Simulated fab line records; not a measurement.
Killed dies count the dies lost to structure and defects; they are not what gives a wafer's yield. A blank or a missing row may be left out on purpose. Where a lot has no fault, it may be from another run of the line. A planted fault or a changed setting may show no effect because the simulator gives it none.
Which tool is to blame? | flow berkeleyCmos170 | 6 lots, 18 wafers sampled, at 3 steps of a route of 331

== WHAT EACH GAUGE READ, for each wafer ==
UCB170_GATE_OVL_MEAS_13.
lot  | measured     | on         | GATE_OVL (nm)
L171 | day 7 23:04  | overlay-02 | -5 -1 -1
L176 | day 8 02:28  | overlay-01 | -5 -3 -9
L173 | day 8 02:28  | overlay-02 | 3 3 -1
L177 | day 8 13:23  | overlay-01 | -3 -2 6
L179 | day 9 08:39  | overlay-01 | 264 261 260
L193 | day 11 22:11 | overlay-01 | -3 -11 -5

== EACH LOT AND THE TOOL THAT RAN IT (in order: tool; ch and the chambers of the sampled wafers; start) ==
lot  | UCB170_NVT_STRIP_08                 | UCB170_GATE_EXPOSE_09
L171 | plasmaAsher-02 ch 0,1, day 7 03:14  | krfScanner-02 ch 0, day 7 22:20
L176 | plasmaAsher-03 ch 0,1, day 7 09:13  | krfScanner-02 ch 0, day 8 01:37
L173 | plasmaAsher-03 ch 0,1, day 7 09:40  | krfScanner-01 ch 0, day 8 01:52
L177 | plasmaAsher-02 ch 0,1, day 7 20:46  | krfScanner-02 ch 0, day 8 12:46
L179 | plasmaAsher-03 ch 0,1, day 8 13:40  | krfScanner-01 ch 0, day 9 08:08
L193 | plasmaAsher-02 ch 0,1, day 11 04:01 | krfScanner-02 ch 0, day 11 21:37
- UCB170_NVT_STRIP_08: strips in O2.
- UCB170_GATE_EXPOSE_09: exposes mask POLY, target cd 350 nm.

== THE ANSWER, worked out from the rows above alone ==
Rule: what is usual is taken from the lots themselves. Put in order of their means at a reading, lots are off if they are a third of the lots or fewer, leave a main group of 4 or more, and stand apart from it by a gap of 3 or more times the standard deviation of the main group's means; of several such gaps the widest counts. A main group is skipped when, at the precision printed for the reading in the tables above, its means are all equal. A lot without any number at a reading at which 4 lots or more have one is off too. All remaining lots with rows at the step are treated as sound.
Off: L179, seen at UCB170_GATE_OVL_MEAS_13 (GATE_OVL). The main group has a mean of -2 nm with a standard deviation of 3.2.
A tool fits if, at a process step before that reading, it ran every lot that is off, and no sound lot after the first of them. The gauges at UCB170_GATE_OVL_MEAS_13 are tried like those tools. Undecided on this evidence; 2 tools fit (plasmaAsher-03 at UCB170_NVT_STRIP_08, krfScanner-01 at UCB170_GATE_EXPOSE_09).

== WHAT THE SIMULATOR PUT IN ==
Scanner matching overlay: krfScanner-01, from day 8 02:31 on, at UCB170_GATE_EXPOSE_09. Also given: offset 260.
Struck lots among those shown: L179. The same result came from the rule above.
